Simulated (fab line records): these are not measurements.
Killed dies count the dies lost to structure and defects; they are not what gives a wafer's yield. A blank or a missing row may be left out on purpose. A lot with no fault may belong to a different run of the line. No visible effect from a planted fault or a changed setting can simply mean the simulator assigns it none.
fab line records :: flow berkeley-cmos170
[record]
  lots = 6
  wafers = 18
  last-day = 12
route steps=331 shown NWELL@15
lots that met no fault: taken from a fault-free run of the same line
start-h: hours from the record's opening day to when the first of the lot's shown wafers began :: wait-h: hours elapsed since this lot's preceding step :: " identical to the entry in the row above :: L1.1+2: a single row standing in for several wafers :: - value missing, or start not given :: * or withheld: withheld :: < > ~ a bound
route shown NAME@n: names a module that has steps shown in the file, with the first one's number in the route :: usual: the fault-free wafers' mean and standard deviation :: same: alike in all rows :: chamber/n: place in a boat :: sites: per-site readings :: _std_site: the standard deviation of these :: _edge_site: outer sites' mean less inner sites' :: radius-mm: how far each site lies from the wafer's centre :: mask NAME#n: copy n :: behind: tool/chamber where the wafer was last shaped :: hold: why the lot was held/for how many hours/how that ended :: device: transistor that didn't switch, given as n, p or np :: end of line: the same wafers' tests at the end of the route :: where a step has no rows: the recipe by itself :: killed: dies lost to structure and defects at the first sort, not the wafer's yield :: map: dies across one wafer; x = killed, . = not, _ = none there
set.NAME: setting as actually run; set.NAME@STEP: the setting as run at that earlier step :: model.NAME: the simulator's own value behind a step, which no gauge read
certain route steps with their lots: each step a table, each wafer a row
services: a tool's chamber out of use, with start hour (start-h, from the record's first day; less than 0 if before it), hours out, and reason
[[steps]]
[step UCB170_NWELL_OXIDATION_01]
[recipe]
  temp-c = 1000
  ambient = O2
  target-thk-a = 264
  ox-time-s = 1260
[step UCB170_NWELL_THK_MEAS_02]
[recipe]
  reads = SiO2_of_NWELL_OXIDATION_01
[usual]
  NWELL_OXIDE_THK = 26.4/0.5
lot.wafer: L759.1
tool: film-metro-04
chamber: -
start-h: 46.25
wait-h: 0.0
NWELL_OXIDE_THK[nm]: 26.4

lot.wafer: L759.3
tool: film-metro-04
chamber: -
start-h: 46.25
wait-h: 0.0
NWELL_OXIDE_THK[nm]: 26.7

lot.wafer: L759.6
tool: film-metro-04
chamber: -
start-h: 46.25
wait-h: 0.0
NWELL_OXIDE_THK[nm]: 26.7

lot.wafer: L763.2
tool: film-metro-04
chamber: -
start-h: 70.11
wait-h: 0.0
NWELL_OXIDE_THK[nm]: 26.6

lot.wafer: L763.3
tool: film-metro-04
chamber: -
start-h: 70.11
wait-h: 0.0
NWELL_OXIDE_THK[nm]: 26.5

lot.wafer: L763.6
tool: film-metro-04
chamber: -
start-h: 70.11
wait-h: 0.0
NWELL_OXIDE_THK[nm]: 26.2

lot.wafer: L774.1
tool: film-metro-04
chamber: -
start-h: 121.55
wait-h: 0.0
NWELL_OXIDE_THK[nm]: 26.3

lot.wafer: L774.3
tool: film-metro-04
chamber: -
start-h: 121.55
wait-h: 0.0
NWELL_OXIDE_THK[nm]: 26.0

lot.wafer: L774.4
tool: film-metro-04
chamber: -
start-h: 121.55
wait-h: 0.0
NWELL_OXIDE_THK[nm]: 26.1

lot.wafer: L775.2
tool: film-metro-02
chamber: -
start-h: 127.71
wait-h: 0.0
NWELL_OXIDE_THK[nm]: 27.2

lot.wafer: L775.5
tool: film-metro-02
chamber: -
start-h: 127.71
wait-h: 0.0
NWELL_OXIDE_THK[nm]: 27.1

lot.wafer: L775.6
tool: film-metro-02
chamber: -
start-h: 127.71
wait-h: 0.0
NWELL_OXIDE_THK[nm]: 27.0

lot.wafer: L777.1
tool: film-metro-04
chamber: -
start-h: 131.80
wait-h: 0.0
NWELL_OXIDE_THK[nm]: 26.3

lot.wafer: L777.3
tool: film-metro-04
chamber: -
start-h: 131.80
wait-h: 0.0
NWELL_OXIDE_THK[nm]: 25.9

lot.wafer: L777.4
tool: film-metro-04
chamber: -
start-h: 131.80
wait-h: 0.0
NWELL_OXIDE_THK[nm]: 26.1

lot.wafer: L778.3
tool: film-metro-02
chamber: -
start-h: 141.81
wait-h: 0.0
NWELL_OXIDE_THK[nm]: 26.2

lot.wafer: L778.5
tool: film-metro-02
chamber: -
start-h: 141.81
wait-h: 0.0
NWELL_OXIDE_THK[nm]: 26.9

lot.wafer: L778.6
tool: film-metro-02
chamber: -
start-h: 141.81
wait-h: 0.0
NWELL_OXIDE_THK[nm]: 26.6
[step UCB170_NWELL_ANNEAL_03]
[recipe]
  temp-c = 1000
  time-s = 900
  ambient = N2
[step UCB170_NWELL_CVD_04]
[recipe]
  material = Si3N4
  target-thk-nm = 224
  temp-c = 800
  precursor = SiH2Cl2/NH3
  time-s = 3360
  pressure-mtorr = 200
  sih2cl2-flow-sccm = 25
  nh3-flow-sccm = 75
[step UCB170_NWELL_THK_MEAS_05]
[recipe]
  reads = Si3N4_of_NWELL_CVD_04
[usual]
  NWELL_NITRIDE_THK = 223.4/2
lot.wafer: L759.1
tool: film-metro-04
chamber: -
start-h: 53.68
wait-h: 0.0
NWELL_NITRIDE_THK[nm]: 224.7

lot.wafer: L759.3
tool: film-metro-04
chamber: -
start-h: 53.68
wait-h: 0.0
NWELL_NITRIDE_THK[nm]: 224.3

lot.wafer: L759.6
tool: film-metro-04
chamber: -
start-h: 53.68
wait-h: 0.0
NWELL_NITRIDE_THK[nm]: 225.3

lot.wafer: L763.2
tool: film-metro-02
chamber: -
start-h: 77.54
wait-h: 0.0
NWELL_NITRIDE_THK[nm]: 225.2

lot.wafer: L763.3
tool: film-metro-02
chamber: -
start-h: 77.54
wait-h: 0.0
NWELL_NITRIDE_THK[nm]: 223.1

lot.wafer: L763.6
tool: film-metro-02
chamber: -
start-h: 77.54
wait-h: 0.0
NWELL_NITRIDE_THK[nm]: 224.8

lot.wafer: L774.1
tool: film-metro-04
chamber: -
start-h: 128.29
wait-h: 0.0
NWELL_NITRIDE_THK[nm]: 224.0

lot.wafer: L774.3
tool: film-metro-04
chamber: -
start-h: 128.29
wait-h: 0.0
NWELL_NITRIDE_THK[nm]: 221.5

lot.wafer: L774.4
tool: film-metro-04
chamber: -
start-h: 128.29
wait-h: 0.0
NWELL_NITRIDE_THK[nm]: 223.0

lot.wafer: L775.2
tool: film-metro-01
chamber: -
start-h: 135.32
wait-h: 0.0
NWELL_NITRIDE_THK[nm]: 226.1

lot.wafer: L775.5
tool: film-metro-01
chamber: -
start-h: 135.32
wait-h: 0.0
NWELL_NITRIDE_THK[nm]: 226.4

lot.wafer: L775.6
tool: film-metro-01
chamber: -
start-h: 135.32
wait-h: 0.0
NWELL_NITRIDE_THK[nm]: 226.2

lot.wafer: L777.1
tool: film-metro-01
chamber: -
start-h: 139.02
wait-h: 0.0
NWELL_NITRIDE_THK[nm]: 224.5

lot.wafer: L777.3
tool: film-metro-01
chamber: -
start-h: 139.02
wait-h: 0.0
NWELL_NITRIDE_THK[nm]: 223.5

lot.wafer: L777.4
tool: film-metro-01
chamber: -
start-h: 139.02
wait-h: 0.0
NWELL_NITRIDE_THK[nm]: 226.1

lot.wafer: L778.3
tool: film-metro-02
chamber: -
start-h: 149.17
wait-h: 0.0
NWELL_NITRIDE_THK[nm]: 221.5

lot.wafer: L778.5
tool: film-metro-02
chamber: -
start-h: 149.17
wait-h: 0.0
NWELL_NITRIDE_THK[nm]: 224.3

lot.wafer: L778.6
tool: film-metro-02
chamber: -
start-h: 149.17
wait-h: 0.0
NWELL_NITRIDE_THK[nm]: 225.2
[step UCB170_NWELL_HMDS_06]
[recipe]
  prime-time-s = 60
  prime-temp-c = 100
[step UCB170_NWELL_COAT_07]
[recipe]
  resist = KrF
  spin-rpm = 1500
  resist-thk-nm = 900
[step UCB170_NWELL_SOFTBAKE_08]
[recipe]
  resist = KrF
  temp-c = 130
  time-s = 60
[step UCB170_NWELL_EXPOSE_09]
[recipe]
  mask-id = NWELL
  target-cd-nm = 3000
  na = 0.5
  sigma-outer = 0.6
  source-shape = conventional
  dose-mj = 25
[step UCB170_NWELL_PEB_10]
[recipe]
  peb-temp-c = 130
  peb-time-s = withheld
  resist = KrF
[step UCB170_NWELL_DEVELOP_11]
[recipe]
  developer = TMAH
  develop-time-s = 45
  resist = KrF
  dev-temp-c = 21
[step UCB170_NWELL_OVL_MEAS_12]
[usual]
  NWELL_OVL = -1/6.2
lot.wafer: L759.1
tool: overlay-01
chamber: -
start-h: 54.82
wait-h: -
NWELL_OVL[nm]: 11

lot.wafer: L759.3
tool: overlay-01
chamber: -
start-h: 54.82
wait-h: -
NWELL_OVL[nm]: 9

lot.wafer: L759.6
tool: overlay-01
chamber: -
start-h: 54.82
wait-h: -
NWELL_OVL[nm]: 2

lot.wafer: L763.2
tool: overlay-02
chamber: -
start-h: 78.84
wait-h: -
NWELL_OVL[nm]: -11

lot.wafer: L763.3
tool: overlay-02
chamber: -
start-h: 78.84
wait-h: -
NWELL_OVL[nm]: -10

lot.wafer: L763.6
tool: overlay-02
chamber: -
start-h: 78.84
wait-h: -
NWELL_OVL[nm]: -3

lot.wafer: L774.1
tool: overlay-01
chamber: -
start-h: 129.19
wait-h: -
NWELL_OVL[nm]: 4

lot.wafer: L774.3
tool: overlay-01
chamber: -
start-h: 129.19
wait-h: -
NWELL_OVL[nm]: 9

lot.wafer: L774.4
tool: overlay-01
chamber: -
start-h: 129.19
wait-h: -
NWELL_OVL[nm]: 3

lot.wafer: L775.2
tool: overlay-01
chamber: -
start-h: 136.22
wait-h: -
NWELL_OVL[nm]: -8

lot.wafer: L775.5
tool: overlay-01
chamber: -
start-h: 136.22
wait-h: -
NWELL_OVL[nm]: -8

lot.wafer: L775.6
tool: overlay-01
chamber: -
start-h: 136.22
wait-h: -
NWELL_OVL[nm]: -10

lot.wafer: L777.1
tool: overlay-01
chamber: -
start-h: 139.93
wait-h: -
NWELL_OVL[nm]: 1

lot.wafer: L777.3
tool: overlay-01
chamber: -
start-h: 139.93
wait-h: -
NWELL_OVL[nm]: 8

lot.wafer: L777.4
tool: overlay-01
chamber: -
start-h: 139.93
wait-h: -
NWELL_OVL[nm]: 2

lot.wafer: L778.3
tool: overlay-01
chamber: -
start-h: 150.40
wait-h: -
NWELL_OVL[nm]: -6

lot.wafer: L778.5
tool: overlay-01
chamber: -
start-h: 150.40
wait-h: -
NWELL_OVL[nm]: -4

lot.wafer: L778.6
tool: overlay-01
chamber: -
start-h: 150.40
wait-h: -
NWELL_OVL[nm]: -9
[step UCB170_NWELL_ETCH_13]
[recipe]
  chemistry = CH3F/Ar/O2
  target = Si3N4
  stop-on = SiO2
  CH3F_flow_sccm = 20
  Ar_flow_sccm = 50
  O2_flow_sccm = 7
  pressure-mtorr = 50
  rf-w = 450
  target-depth-a = 2464
  over-etch-frac = 0.1
  time-s = 154
[usual]
  CH3F_flow_sccm = 20.00/0.06
  O2_flow_sccm = 6.995/0.02
  drypump-motor-current-A = 5.6/0.47
  oes-product-au = 0.941/0.014
  throttle-valve-pct = 8.01/0.17
lot.wafer: L759.1
tool: rie-diel-03
chamber: 3
start-h: 54.86
wait-h: 0.0
CH3F_flow_sccm: 20.00
O2_flow_sccm: 7.012
drypump-motor-current-A: 5.7
oes-product-au: 0.948
rf-hours-counter-h: 163
throttle-valve-pct: 8.16
model.KrF_of_NWELL_COAT_07.thk-nm: 722.9

lot.wafer: L759.3
tool: rie-diel-03
chamber: 1
start-h: 54.86
wait-h: 0.0
CH3F_flow_sccm: 20.03
O2_flow_sccm: 7.029
drypump-motor-current-A: 5.4
oes-product-au: 0.932
rf-hours-counter-h: 33
throttle-valve-pct: 8.10
model.KrF_of_NWELL_COAT_07.thk-nm: 722.3

lot.wafer: L759.6
tool: rie-diel-03
chamber: 0
start-h: 54.86
wait-h: 0.0
CH3F_flow_sccm: 19.96
O2_flow_sccm: 6.985
drypump-motor-current-A: 5.9
oes-product-au: 0.922
rf-hours-counter-h: -
throttle-valve-pct: 7.74
model.KrF_of_NWELL_COAT_07.thk-nm: 722.9

lot.wafer: L763.2
tool: rie-diel-01
chamber: 2
start-h: 78.87
wait-h: 0.0
CH3F_flow_sccm: 20.08
O2_flow_sccm: 6.963
drypump-motor-current-A: 5.7
oes-product-au: 0.937
rf-hours-counter-h: 14
throttle-valve-pct: 8.19
model.KrF_of_NWELL_COAT_07.thk-nm: 721

lot.wafer: L763.3
tool: rie-diel-01
chamber: 3
start-h: 78.87
wait-h: 0.0
CH3F_flow_sccm: 19.97
O2_flow_sccm: 6.979
drypump-motor-current-A: 4.9
oes-product-au: 0.953
rf-hours-counter-h: 30
throttle-valve-pct: 8.00
model.KrF_of_NWELL_COAT_07.thk-nm: 722.7

lot.wafer: L763.6
tool: rie-diel-01
chamber: 1
start-h: 78.87
wait-h: 0.0
CH3F_flow_sccm: 20.07
O2_flow_sccm: 6.992
drypump-motor-current-A: 5.7
oes-product-au: 0.953
rf-hours-counter-h: -
throttle-valve-pct: 8.01
model.KrF_of_NWELL_COAT_07.thk-nm: 722.4

lot.wafer: L774.1
tool: rie-diel-01
chamber: 1
start-h: 129.28
wait-h: 0.1
CH3F_flow_sccm: -
O2_flow_sccm: -
drypump-motor-current-A: -
oes-product-au: -
rf-hours-counter-h: -
throttle-valve-pct: -
model.KrF_of_NWELL_COAT_07.thk-nm: 886.6

lot.wafer: L774.3
tool: rie-diel-01
chamber: 3
start-h: 129.28
wait-h: 0.1
CH3F_flow_sccm: -
O2_flow_sccm: -
drypump-motor-current-A: -
oes-product-au: -
rf-hours-counter-h: -
throttle-valve-pct: -
model.KrF_of_NWELL_COAT_07.thk-nm: 886

lot.wafer: L774.4
tool: rie-diel-01
chamber: 1
start-h: 129.28
wait-h: 0.1
CH3F_flow_sccm: -
O2_flow_sccm: -
drypump-motor-current-A: -
oes-product-au: -
rf-hours-counter-h: -
throttle-valve-pct: -
model.KrF_of_NWELL_COAT_07.thk-nm: 887.4

lot.wafer: L775.2
tool: rie-diel-01
chamber: 0
start-h: 136.25
wait-h: 0.0
CH3F_flow_sccm: -
O2_flow_sccm: -
drypump-motor-current-A: -
oes-product-au: -
rf-hours-counter-h: -
throttle-valve-pct: -
model.KrF_of_NWELL_COAT_07.thk-nm: 887.3

lot.wafer: L775.5
tool: rie-diel-01
chamber: 3
start-h: 136.25
wait-h: 0.0
CH3F_flow_sccm: -
O2_flow_sccm: -
drypump-motor-current-A: -
oes-product-au: -
rf-hours-counter-h: -
throttle-valve-pct: -
model.KrF_of_NWELL_COAT_07.thk-nm: 889.9

lot.wafer: L775.6
tool: rie-diel-01
chamber: 0
start-h: 136.25
wait-h: 0.0
CH3F_flow_sccm: -
O2_flow_sccm: -
drypump-motor-current-A: -
oes-product-au: -
rf-hours-counter-h: -
throttle-valve-pct: -
model.KrF_of_NWELL_COAT_07.thk-nm: 886

lot.wafer: L777.1
tool: rie-diel-04
chamber: 2
start-h: 139.96
wait-h: 0.0
CH3F_flow_sccm: 19.96
O2_flow_sccm: 6.999
drypump-motor-current-A: 5.2
oes-product-au: 0.932
rf-hours-counter-h: 25
throttle-valve-pct: 7.98
model.KrF_of_NWELL_COAT_07.thk-nm: 723.6

lot.wafer: L777.3
tool: rie-diel-04
chamber: 1
start-h: 139.96
wait-h: 0.0
CH3F_flow_sccm: 20.02
O2_flow_sccm: 7.018
drypump-motor-current-A: 5.3
oes-product-au: 0.930
rf-hours-counter-h: 8
throttle-valve-pct: 8.07
model.KrF_of_NWELL_COAT_07.thk-nm: 724.9

lot.wafer: L777.4
tool: rie-diel-04
chamber: 3
start-h: 139.96
wait-h: 0.0
CH3F_flow_sccm: 20.08
O2_flow_sccm: 6.972
drypump-motor-current-A: 6.4
oes-product-au: 0.944
rf-hours-counter-h: 113
throttle-valve-pct: 7.82
model.KrF_of_NWELL_COAT_07.thk-nm: 718.4

lot.wafer: L778.3
tool: rie-diel-04
chamber: 1
start-h: 150.42
wait-h: 0.0
CH3F_flow_sccm: 20.00
O2_flow_sccm: 6.961
drypump-motor-current-A: 5.3
oes-product-au: 0.926
rf-hours-counter-h: 8
throttle-valve-pct: 8.09
model.KrF_of_NWELL_COAT_07.thk-nm: 723.9

lot.wafer: L778.5
tool: rie-diel-04
chamber: 0
start-h: 150.42
wait-h: 0.0
CH3F_flow_sccm: 19.91
O2_flow_sccm: 7.014
drypump-motor-current-A: 5.2
oes-product-au: 0.957
rf-hours-counter-h: -
throttle-valve-pct: 7.76
model.KrF_of_NWELL_COAT_07.thk-nm: 723.1

lot.wafer: L778.6
tool: rie-diel-04
chamber: 3
start-h: 150.42
wait-h: 0.0
CH3F_flow_sccm: 20.08
O2_flow_sccm: 7.029
drypump-motor-current-A: 6.4
oes-product-au: 0.944
rf-hours-counter-h: -
throttle-valve-pct: 7.82
model.KrF_of_NWELL_COAT_07.thk-nm: 720.7
[step UCB170_NWELL_IMPLANT_14]
[recipe]
  species = P
  dose-cm2 = 1e+13
  energy-kev = 150
  tilt-deg = 7
[step UCB170_NWELL_STRIP_15]
[recipe]
  chemistry = O2
  power-w = 400
  pressure-mtorr = 3500
  platen-temp-c = withheld
  o2-flow-sccm = 400
  overash-fraction = 0.5
[usual]
  drypump-motor-current-A = 6.0/0.66
  oes-product-au = 0.720/0.0048
  strip-time-to-endpoint-s = 18.01/0.076
lot.wafer: L759.1
tool: plasma-asher-04
chamber: 0
start-h: 55.11
wait-h: 0.1
drypump-motor-current-A: 6.5
oes-product-au: 0.725
rf-hours-counter-h: 35
strip-time-to-endpoint-s: 18.06

lot.wafer: L759.3
tool: plasma-asher-04
chamber: 1
start-h: 55.11
wait-h: 0.1
drypump-motor-current-A: 6.5
oes-product-au: 0.714
rf-hours-counter-h: -
strip-time-to-endpoint-s: 18.04

lot.wafer: L759.6
tool: plasma-asher-04
chamber: 0
start-h: 55.11
wait-h: 0.1
drypump-motor-current-A: 6.5
oes-product-au: 0.711
rf-hours-counter-h: -
strip-time-to-endpoint-s: 18.05

lot.wafer: L763.2
tool: plasma-asher-04
chamber: 1
start-h: 79.12
wait-h: 0.1
drypump-motor-current-A: 6.6
oes-product-au: 0.720
rf-hours-counter-h: 38
strip-time-to-endpoint-s: 18.00

lot.wafer: L763.3
tool: plasma-asher-04
chamber: 0
start-h: 79.12
wait-h: 0.1
drypump-motor-current-A: 6.5
oes-product-au: 0.724
rf-hours-counter-h: -
strip-time-to-endpoint-s: 18.04

lot.wafer: L763.6
tool: plasma-asher-04
chamber: 0
start-h: 79.12
wait-h: 0.1
drypump-motor-current-A: 6.6
oes-product-au: 0.718
rf-hours-counter-h: -
strip-time-to-endpoint-s: 18.04

lot.wafer: L774.1
tool: plasma-asher-01
chamber: 1
start-h: 129.53
wait-h: 0.1
drypump-motor-current-A: 4.7
oes-product-au: 0.738
rf-hours-counter-h: 36
strip-time-to-endpoint-s: 21.65

lot.wafer: L774.3
tool: plasma-asher-01
chamber: 1
start-h: 129.53
wait-h: 0.1
drypump-motor-current-A: 4.7
oes-product-au: 0.740
rf-hours-counter-h: -
strip-time-to-endpoint-s: 21.63

lot.wafer: L774.4
tool: plasma-asher-01
chamber: 0
start-h: 129.53
wait-h: 0.1
drypump-motor-current-A: 6.0
oes-product-au: 0.731
rf-hours-counter-h: -
strip-time-to-endpoint-s: 21.67

lot.wafer: L775.2
tool: plasma-asher-02
chamber: 0
start-h: 136.50
wait-h: 0.1
drypump-motor-current-A: 5.6
oes-product-au: 0.730
rf-hours-counter-h: 0
strip-time-to-endpoint-s: 21.69

lot.wafer: L775.5
tool: plasma-asher-02
chamber: 0
start-h: 136.50
wait-h: 0.1
drypump-motor-current-A: 5.6
oes-product-au: 0.737
rf-hours-counter-h: -
strip-time-to-endpoint-s: 21.74

lot.wafer: L775.6
tool: plasma-asher-02
chamber: 1
start-h: 136.50
wait-h: 0.1
drypump-motor-current-A: 6.4
oes-product-au: 0.733
rf-hours-counter-h: -
strip-time-to-endpoint-s: 21.63

lot.wafer: L777.1
tool: plasma-asher-04
chamber: 1
start-h: 140.21
wait-h: 0.1
drypump-motor-current-A: 6.5
oes-product-au: 0.722
rf-hours-counter-h: 47
strip-time-to-endpoint-s: 18.04

lot.wafer: L777.3
tool: plasma-asher-04
chamber: 0
start-h: 140.21
wait-h: 0.1
drypump-motor-current-A: 6.5
oes-product-au: 0.724
rf-hours-counter-h: -
strip-time-to-endpoint-s: 18.08

lot.wafer: L777.4
tool: plasma-asher-04
chamber: 1
start-h: 140.21
wait-h: 0.1
drypump-motor-current-A: 6.5
oes-product-au: 0.722
rf-hours-counter-h: -
strip-time-to-endpoint-s: 17.95

lot.wafer: L778.3
tool: plasma-asher-01
chamber: 1
start-h: 150.71
wait-h: 0.1
drypump-motor-current-A: 4.7
oes-product-au: 0.717
rf-hours-counter-h: -
strip-time-to-endpoint-s: 18.06

lot.wafer: L778.5
tool: plasma-asher-01
chamber: 1
start-h: 150.71
wait-h: 0.1
drypump-motor-current-A: 4.7
oes-product-au: 0.723
rf-hours-counter-h: -
strip-time-to-endpoint-s: 18.07

lot.wafer: L778.6
tool: plasma-asher-01
chamber: 0
start-h: 150.71
wait-h: 0.1
drypump-motor-current-A: 5.9
oes-product-au: 0.714
rf-hours-counter-h: -
strip-time-to-endpoint-s: 18.00
[step UCB170_NWELL_TW_MEAS_16]
[usual]
  NWELL_TW = 1240/12
lot.wafer: L759.1
tool: film-metro-01
chamber: -
start-h: 55.21
wait-h: 0.1
NWELL_TW: 1252

lot.wafer: L759.3
tool: film-metro-01
chamber: -
start-h: 55.21
wait-h: 0.1
NWELL_TW: 1247

lot.wafer: L759.6
tool: film-metro-01
chamber: -
start-h: 55.21
wait-h: 0.1
NWELL_TW: 1245

lot.wafer: L763.2
tool: film-metro-02
chamber: -
start-h: 79.23
wait-h: 0.1
NWELL_TW: 1235

lot.wafer: L763.3
tool: film-metro-02
chamber: -
start-h: 79.23
wait-h: 0.1
NWELL_TW: 1233

lot.wafer: L763.6
tool: film-metro-02
chamber: -
start-h: 79.23
wait-h: 0.1
NWELL_TW: 1235

lot.wafer: L774.1
tool: film-metro-01
chamber: -
start-h: 129.63
wait-h: 0.1
NWELL_TW: 1247

lot.wafer: L774.3
tool: film-metro-01
chamber: -
start-h: 129.63
wait-h: 0.1
NWELL_TW: 1240

lot.wafer: L774.4
tool: film-metro-01
chamber: -
start-h: 129.63
wait-h: 0.1
NWELL_TW: 1242

lot.wafer: L775.2
tool: film-metro-02
chamber: -
start-h: 136.61
wait-h: 0.1
NWELL_TW: 1226

lot.wafer: L775.5
tool: film-metro-02
chamber: -
start-h: 136.61
wait-h: 0.1
NWELL_TW: 1228

lot.wafer: L775.6
tool: film-metro-02
chamber: -
start-h: 136.61
wait-h: 0.1
NWELL_TW: 1233

lot.wafer: L777.1
tool: film-metro-02
chamber: -
start-h: 140.31
wait-h: 0.1
NWELL_TW: 1227

lot.wafer: L777.3
tool: film-metro-02
chamber: -
start-h: 140.31
wait-h: 0.1
NWELL_TW: 1230

lot.wafer: L777.4
tool: film-metro-02
chamber: -
start-h: 140.31
wait-h: 0.1
NWELL_TW: 1224

lot.wafer: L778.3
tool: film-metro-01
chamber: -
start-h: 150.79
wait-h: 0.1
NWELL_TW: 1242

lot.wafer: L778.5
tool: film-metro-01
chamber: -
start-h: 150.79
wait-h: 0.1
NWELL_TW: 1242

lot.wafer: L778.6
tool: film-metro-01
chamber: -
start-h: 150.79
wait-h: 0.1
NWELL_TW: 1238
[[services]]
tool: rie-diel-03
chamber: 2
start-h: 35.63
hours: -
kind: clean

tool: rie-diel-03
chamber: 2
start-h: 35.63
hours: 20.4
kind: scheduled-down

tool: rie-diel-03
chamber: 2
start-h: 35.63
hours: 20.4
kind: vent-cycle

tool: rie-diel-03
chamber: 0
start-h: 73.18
hours: 16.4
kind: repair

tool: rie-diel-03
chamber: 3
start-h: 89.61
hours: -
kind: clean

tool: rie-diel-03
chamber: 3
start-h: 89.61
hours: 20.0
kind: scheduled-down

tool: rie-diel-03
chamber: 3
start-h: 89.61
hours: 20.0
kind: vent-cycle

tool: rie-diel-03
chamber: 1
start-h: 93.06
hours: 8.5
kind: repair

tool: plasma-asher-02
chamber: -
start-h: 95.26
hours: 28.1
kind: pm

tool: rie-diel-01
chamber: 2
start-h: 118.82
hours: 16.3
kind: repair

tool: plasma-asher-02
chamber: -
start-h: 123.36
hours: 9.0
kind: pm

tool: plasma-asher-02
chamber: 0
start-h: 123.36
hours: 9.0
kind: vent-cycle

tool: plasma-asher-02
chamber: 1
start-h: 123.36
hours: 9.0
kind: vent-cycle

tool: plasma-asher-02
chamber: -
start-h: 132.36
hours: 2.8
kind: pm

tool: plasma-asher-02
chamber: 0
start-h: 132.36
hours: -
kind: clean

tool: plasma-asher-02
chamber: 1
start-h: 132.36
hours: -
kind: clean

tool: plasma-asher-04
chamber: -
start-h: 142.12
hours: 0.9
kind: repair

tool: plasma-asher-02
chamber: -
start-h: 149.18
hours: 1.8
kind: repair
[[key]]
[first-sign]
  step = UCB170_NWELL_ETCH_13
  reading = tool-record
  direction = missing
[effect]
  step = UCB170_NWELL_STRIP_15
  reading = strip-time-to-endpoint-s
  direction = up
  sigmas = 48
  usual = *
  struck = *
[model-effect]
  step = UCB170_NWELL_ETCH_13
  value = KrF_of_NWELL_COAT_07.thk-nm
  without = 723.3
  struck = 887.2
met-at UCB170_NWELL_ETCH_13
struck-wafers L774.1,L774.3,L774.4,L775.2,L775.5,L775.6
later-rows-left-out L774.1,L774.3,L774.4,L775.2,L775.5,L775.6
sort-left-out L774.1,L774.3,L774.4,L775.2,L775.5,L775.6
tester-left-out L774,L775
onset-between 78.87 129.28
[fault]
  kind = skipped-step-whole
  tool = rie-diel-01
  chamber = -
  onset-h = 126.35
  steps = UCB170_NWELL_ETCH_13
  scope = struck-lots-only
// tester-left-out: of these lots the tester's yield and bins aren't shown, on N5 and GAA mostly nor the transistor test; their killed dies are dies lost to structure and defects alone, not to doping, threshold or leakage, so they don't give the yield
// sort-left-out: the simulated sort isn't trusted on such a fault, so these wafers' sort isn't shown, and their yield isn't known
// later-rows-left-out: the simulator's readings of these wafers behind a module that went badly wrong aren't trusted and aren't shown, but for the sort
